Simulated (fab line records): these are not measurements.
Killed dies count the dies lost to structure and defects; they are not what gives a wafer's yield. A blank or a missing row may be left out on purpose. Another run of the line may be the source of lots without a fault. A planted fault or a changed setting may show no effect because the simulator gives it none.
Check for tools in common / flow rit-cmos / 14 lots and 48 wafers in the sample

THE REASON FOR OPENING IT
2 of 14 lots carry a flag on the reading PSD_RS at RIT_SDANNEAL_RS_MEAS_04. Fault-free wafers read 116.0 ohm/sq, with a standard deviation of 0.3.
Rule: a lot is flagged when every wafer of it that has a number lies more than 4 standard deviations from that mean, or none has a number. As for the other lots, they are considered sound.

lot=L831; measured=day 3 02:34; on=film-metro-04; PSD_RS (ohm/sq), wafer by wafer=115.6 115.4 115.6; flag=
lot=L832; measured=day 3 07:27; on=film-metro-04; PSD_RS (ohm/sq), wafer by wafer=116.3 116.0 115.7; flag=
lot=L833; measured=day 3 12:50; on=film-metro-03; PSD_RS (ohm/sq), wafer by wafer=115.9 115.5 115.7; flag=
lot=L836; measured=day 4 05:55; on=film-metro-04; PSD_RS (ohm/sq), wafer by wafer=115.8 116.1 115.9; flag=
lot=L837; measured=day 4 07:47; on=film-metro-03; PSD_RS (ohm/sq), wafer by wafer=115.8 115.8 115.9; flag=
lot=L839; measured=day 4 18:33; on=film-metro-04; PSD_RS (ohm/sq), wafer by wafer=115.5 115.8 116.1; flag=
lot=L841; measured=day 5 06:09; on=film-metro-04; PSD_RS (ohm/sq), wafer by wafer=116.3 115.8 115.8; flag=
lot=L842; measured=day 5 09:31; on=film-metro-04; PSD_RS (ohm/sq), wafer by wafer=115.8 115.9 115.6; flag=
lot=L844; measured=day 5 20:58; on=film-metro-02; PSD_RS (ohm/sq), wafer by wafer=116.4 116.1 116.3; flag=
lot=L846; measured=day 6 08:55; on=film-metro-03; PSD_RS (ohm/sq), wafer by wafer=127.9 127.9 127.7 127.3 127.6 127.6; flag=FLAGGED
lot=L848; measured=day 6 16:30; on=film-metro-03; PSD_RS (ohm/sq), wafer by wafer=127.9 127.8 127.8 127.7 127.8 127.9; flag=FLAGGED
lot=L849; measured=day 7 01:37; on=film-metro-04; PSD_RS (ohm/sq), wafer by wafer=116.1 115.7 115.5; flag=
lot=L851; measured=day 7 05:44; on=film-metro-04; PSD_RS (ohm/sq), wafer by wafer=115.7 115.9 115.8; flag=
lot=L853; measured=day 7 15:31; on=film-metro-02; PSD_RS (ohm/sq), wafer by wafer=116.2 116.1 116.0; flag=
On average the flagged lots' numbers are 127.7 ohm/sq, which is +11.7 ohm/sq against the usual, or +39 standard deviations.

TOOL THAT RAN EACH LOT
3 process steps preceding the reading are held in the record, out of 202 steps in the route. Cell contents, in order: the tool; ch with the chambers the sampled wafers went through; the start.
lot=L831; flag=; RIT_NLDD_STRIP_09=plasma-asher-03 ch 0,1, day 2 18:43; RIT_NSD_STRIP_09=plasma-asher-01 ch 0,1, day 3 00:17; RIT_SDANNEAL_RTA_03=rtp-anneal-02 ch 0, day 3 02:29
lot=L832; flag=; RIT_NLDD_STRIP_09=plasma-asher-04 ch 0,1, day 2 23:39; RIT_NSD_STRIP_09=plasma-asher-01 ch 0,1, day 3 05:21; RIT_SDANNEAL_RTA_03=rtp-anneal-01 ch 0, day 3 07:23
lot=L833; flag=; RIT_NLDD_STRIP_09=plasma-asher-02 ch 0,1, day 3 05:06; RIT_NSD_STRIP_09=plasma-asher-01 ch 0,1, day 3 10:35; RIT_SDANNEAL_RTA_03=rtp-anneal-02 ch 0, day 3 12:47
lot=L836; flag=; RIT_NLDD_STRIP_09=plasma-asher-04 ch 0,1, day 3 22:02; RIT_NSD_STRIP_09=plasma-asher-02 ch 0,1, day 4 03:37; RIT_SDANNEAL_RTA_03=rtp-anneal-01 ch 0, day 4 05:51
lot=L837; flag=; RIT_NLDD_STRIP_09=plasma-asher-04 ch 0,1, day 3 23:52; RIT_NSD_STRIP_09=plasma-asher-04 ch 0,1, day 4 05:43; RIT_SDANNEAL_RTA_03=rtp-anneal-02 ch 0, day 4 07:44
lot=L839; flag=; RIT_NLDD_STRIP_09=plasma-asher-03 ch 0,1, day 4 09:33; RIT_NSD_STRIP_09=plasma-asher-01 ch 0,1, day 4 16:14; RIT_SDANNEAL_RTA_03=rtp-anneal-02 ch 0, day 4 18:29
lot=L841; flag=; RIT_NLDD_STRIP_09=plasma-asher-04 ch 1, day 4 20:58; RIT_NSD_STRIP_09=plasma-asher-02 ch 0,1, day 5 04:04; RIT_SDANNEAL_RTA_03=rtp-anneal-02 ch 0, day 5 06:05
lot=L842; flag=; RIT_NLDD_STRIP_09=plasma-asher-02 ch 0,1, day 5 01:49; RIT_NSD_STRIP_09=plasma-asher-01 ch 0,1, day 5 07:16; RIT_SDANNEAL_RTA_03=rtp-anneal-01 ch 0, day 5 09:28
lot=L844; flag=; RIT_NLDD_STRIP_09=plasma-asher-04 ch 0,1, day 5 12:51; RIT_NSD_STRIP_09=plasma-asher-02 ch 0,1, day 5 18:23; RIT_SDANNEAL_RTA_03=rtp-anneal-01 ch 0, day 5 20:53
lot=L846; flag=FLAGGED; RIT_NLDD_STRIP_09=plasma-asher-03 ch 1, day 6 01:10; RIT_NSD_STRIP_09=plasma-asher-04 ch 0,1, day 6 06:39; RIT_SDANNEAL_RTA_03=rtp-anneal-01 ch 0, day 6 08:50
lot=L848; flag=FLAGGED; RIT_NLDD_STRIP_09=plasma-asher-04 ch 0,1, day 6 08:45; RIT_NSD_STRIP_09=plasma-asher-04 ch 0,1, day 6 14:25; RIT_SDANNEAL_RTA_03=rtp-anneal-01 ch 0, day 6 16:26
lot=L849; flag=; RIT_NLDD_STRIP_09=plasma-asher-02 ch 0,1, day 6 17:33; RIT_NSD_STRIP_09=plasma-asher-02 ch 0,1, day 6 23:10; RIT_SDANNEAL_RTA_03=rtp-anneal-02 ch 0, day 7 01:34
lot=L851; flag=; RIT_NLDD_STRIP_09=plasma-asher-04 ch 0,1, day 6 21:56; RIT_NSD_STRIP_09=plasma-asher-04 ch 0,1, day 7 03:37; RIT_SDANNEAL_RTA_03=rtp-anneal-02 ch 0, day 7 05:38
lot=L853; flag=; RIT_NLDD_STRIP_09=plasma-asher-02 ch 0,1, day 7 07:43; RIT_NSD_STRIP_09=plasma-asher-01 ch 0,1, day 7 13:25; RIT_SDANNEAL_RTA_03=rtp-anneal-02 ch 0, day 7 15:28
What these steps do:
- RIT_NLDD_STRIP_09: strips in O2, time 180 s.
- RIT_NSD_STRIP_09: strips in O2, time 180 s.
- RIT_SDANNEAL_RTA_03: time 5 s.
- RIT_SDANNEAL_RS_MEAS_04: measures by four-point-probe.

FLAGGED AGAINST TOTAL, ONE TOOL AT A TIME (gauges that did the reading follow at the end)
step=RIT_NLDD_STRIP_09; tool=plasma-asher-02; lots run=4; flagged=0; share of the flagged lots=none; sound lots run after its first flagged lot=-
step=RIT_NLDD_STRIP_09; tool=plasma-asher-03; lots run=3; flagged=1; share of the flagged lots=some; sound lots run after its first flagged lot=0
step=RIT_NLDD_STRIP_09; tool=plasma-asher-04; lots run=7; flagged=1; share of the flagged lots=some; sound lots run after its first flagged lot=1 (L851)
step=RIT_NSD_STRIP_09; tool=plasma-asher-01; lots run=6; flagged=0; share of the flagged lots=none; sound lots run after its first flagged lot=-
step=RIT_NSD_STRIP_09; tool=plasma-asher-02; lots run=4; flagged=0; share of the flagged lots=none; sound lots run after its first flagged lot=-
step=RIT_NSD_STRIP_09; tool=plasma-asher-04; lots run=4; flagged=2; share of the flagged lots=all; sound lots run after its first flagged lot=1 (L851)
step=RIT_SDANNEAL_RTA_03; tool=rtp-anneal-01; lots run=6; flagged=2; share of the flagged lots=all; sound lots run after its first flagged lot=0
step=RIT_SDANNEAL_RTA_03; tool=rtp-anneal-02; lots run=8; flagged=0; share of the flagged lots=none; sound lots run after its first flagged lot=-
step=RIT_SDANNEAL_RS_MEAS_04; tool=film-metro-02; lots run=2; flagged=0; share of the flagged lots=none; sound lots run after its first flagged lot=-
step=RIT_SDANNEAL_RS_MEAS_04; tool=film-metro-03; lots run=4; flagged=2; share of the flagged lots=all; sound lots run after its first flagged lot=0
step=RIT_SDANNEAL_RS_MEAS_04; tool=film-metro-04; lots run=8; flagged=0; share of the flagged lots=none; sound lots run after its first flagged lot=-

WHAT THE TABLE ALLOWS
3 rows of the table ran every flagged lot: plasma-asher-04 at RIT_NSD_STRIP_09, rtp-anneal-01 at RIT_SDANNEAL_RTA_03, film-metro-03 at RIT_SDANNEAL_RS_MEAS_04.
- plasma-asher-04 at RIT_NSD_STRIP_09 ran 4 lots, 2 of them flagged. Sound lots followed the first flagged one (L851) on it, something a lasting fault affecting the whole tool could not allow.
- rtp-anneal-01 at RIT_SDANNEAL_RTA_03 ran 6 lots, 2 of them flagged. A fault beginning between L844 (day 5 20:53), its last sound lot, and L846 (day 6 08:50), its first flagged one, fits the data.
- film-metro-03 at RIT_SDANNEAL_RS_MEAS_04 ran 4 lots, 2 of them flagged. A fault beginning between L837 (day 4 07:47), its last sound lot, and L846 (day 6 08:55), its first flagged one, fits the data.
Because each of these 2 tools fits a fault that began at some hour, counting lots does not separate them. More lots, or a look at what each step does to the wafer, might.

WHAT THE SIMULATOR HAD INSERTED
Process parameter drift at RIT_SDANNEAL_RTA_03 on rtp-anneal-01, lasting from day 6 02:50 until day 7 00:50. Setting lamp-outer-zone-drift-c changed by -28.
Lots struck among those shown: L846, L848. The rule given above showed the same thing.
